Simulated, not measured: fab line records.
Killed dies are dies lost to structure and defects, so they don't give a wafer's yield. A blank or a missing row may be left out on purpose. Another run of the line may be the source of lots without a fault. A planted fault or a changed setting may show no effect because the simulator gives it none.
Split-lot study ; flow berkeleyCmos170 ; 23 wafers read from 5 lots, route of 331 steps

## THE SPLIT
At UCB170_PFIELD_COAT_01 (resist thk 900 nm), the setting resistThkNm was moved away from the recipe's 900 nm on 10 of the 23 wafers read, by -4.1% to +4.7%. This setting was run at the recipe's value on the other wafers.

The reading comes from the split's own step.

## THE READING
KrF_of_PFIELD_COAT_01.thkNm (the simulator's own value, which no gauge read), in nm, at UCB170_PFIELD_COAT_01 (resist thk 900 nm). The file gives no usual value for it. Here, 13 wafers ran the recipe; their average is 901.1 nm with a standard deviation of 2.7 nm.

wafer;tool, chamber at the split;resistThkNm as run, nm;against the recipe;KrF_of_PFIELD_COAT_01.thkNm, nm;against lot-mates on the recipe
L074.1;lithoTrack-03, 0;942.6;+4.7%;940.7;+40.1
L074.2;lithoTrack-03, 0;942.6;+4.7%;943.2;+42.6
L074.3;lithoTrack-03, 0;900;recipe;900.7;-
L074.5;lithoTrack-03, 0;900;recipe;901.9;-
L074.6;lithoTrack-03, 0;900;recipe;899.2;-
L081.1;lithoTrack-04, 0;882.1;-2.0%;882.6;-20.4
L081.2;lithoTrack-04, 0;900;recipe;902.7;-
L081.4;lithoTrack-04, 0;882.1;-2.0%;886.1;-16.9
L081.5;lithoTrack-04, 0;882.1;-2.0%;883.9;-19.1
L081.6;lithoTrack-04, 0;900;recipe;903.2;-
L080.2;lithoTrack-03, 0;900;recipe;900.5;-
L080.3;lithoTrack-03, 0;900;recipe;895.2;-
L080.4;lithoTrack-03, 0;900;recipe;898.4;-
L083.2;lithoTrack-01, 0;900;recipe;898.8;-
L083.3;lithoTrack-01, 0;881.7;-2.0%;878.5;-20.8
L083.4;lithoTrack-01, 0;881.7;-2.0%;881.4;-17.9
L083.5;lithoTrack-01, 0;881.7;-2.0%;880.8;-18.5
L083.6;lithoTrack-01, 0;900;recipe;899.7;-
L085.2;lithoTrack-04, 0;862.9;-4.1%;865.5;-39.0
L085.3;lithoTrack-04, 0;900;recipe;905.3;-
L085.4;lithoTrack-04, 0;900;recipe;904;-
L085.5;lithoTrack-04, 0;862.9;-4.1%;868;-36.5
L085.6;lithoTrack-04, 0;900;recipe;904.2;-

THE FIT
A straight line over all 23 wafers: KrF_of_PFIELD_COAT_01.thkNm changes by +8.68 nm for each +1% of resistThkNm; r = +0.99; the points scatter about the line by 2.7 nm.
The same after taking each lot's own level away (the mean of its wafers on the recipe; 23 wafers): +8.99 nm for each +1%; r = +1.00; scatter 1.4 nm.
According to that fit, moving resistThkNm by its largest amount changes the reading by 43 nm.
Measured against the standard deviation above, the lots' own levels, which go from 898.03 to 904.50 nm, span 2.4 times it.
So the lot-to-lot level changes the slope little: the two slopes agree.
Check: for one of the wafers moved furthest among these (+4.7%), held out of the fit, the line's prediction against its lot-mates is +43.2 nm. It came out at +40.1 nm against them.

## THESE WAFERS: OTHER SPLITS
Note: prior to the reading, these wafers also went through further splits. Each is held against what the fit with the lots' levels taken away leaves over:
other split on the same wafers;wafers away from the commonest value;r with KrF_of_PFIELD_COAT_01.thkNm (lot level and that fit taken away)
UCB170_PWELL_OXIDATION_02 oxTimeS;15;-0.03
UCB170_PWELL_IMPLANT_15 energyKev;5;+0.15
UCB170_ACTIVE_EXPOSE_10 doseMj;8;+0.22

## THE WHOLE CHAIN: every reading that the file lists as answering this split, in the file's order
step;what it does;reading;change (the file's fit);r (the file's)
UCB170_PFIELD_COAT_01;resist thk 900 nm;KrF_of_PFIELD_COAT_01.thkNm (the simulator's own value, which no gauge read);+8.99 nm for each +1% of the setting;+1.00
UCB170_PFIELD_STRIP_08;strips in O2;stripTimeToEndpointS;withheld for each +1% of the setting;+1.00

## THE FILE'S OWN FIT
KrF_of_PFIELD_COAT_01.thkNm changes by +8.99 nm for each +1% of resistThkNm, r = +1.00.
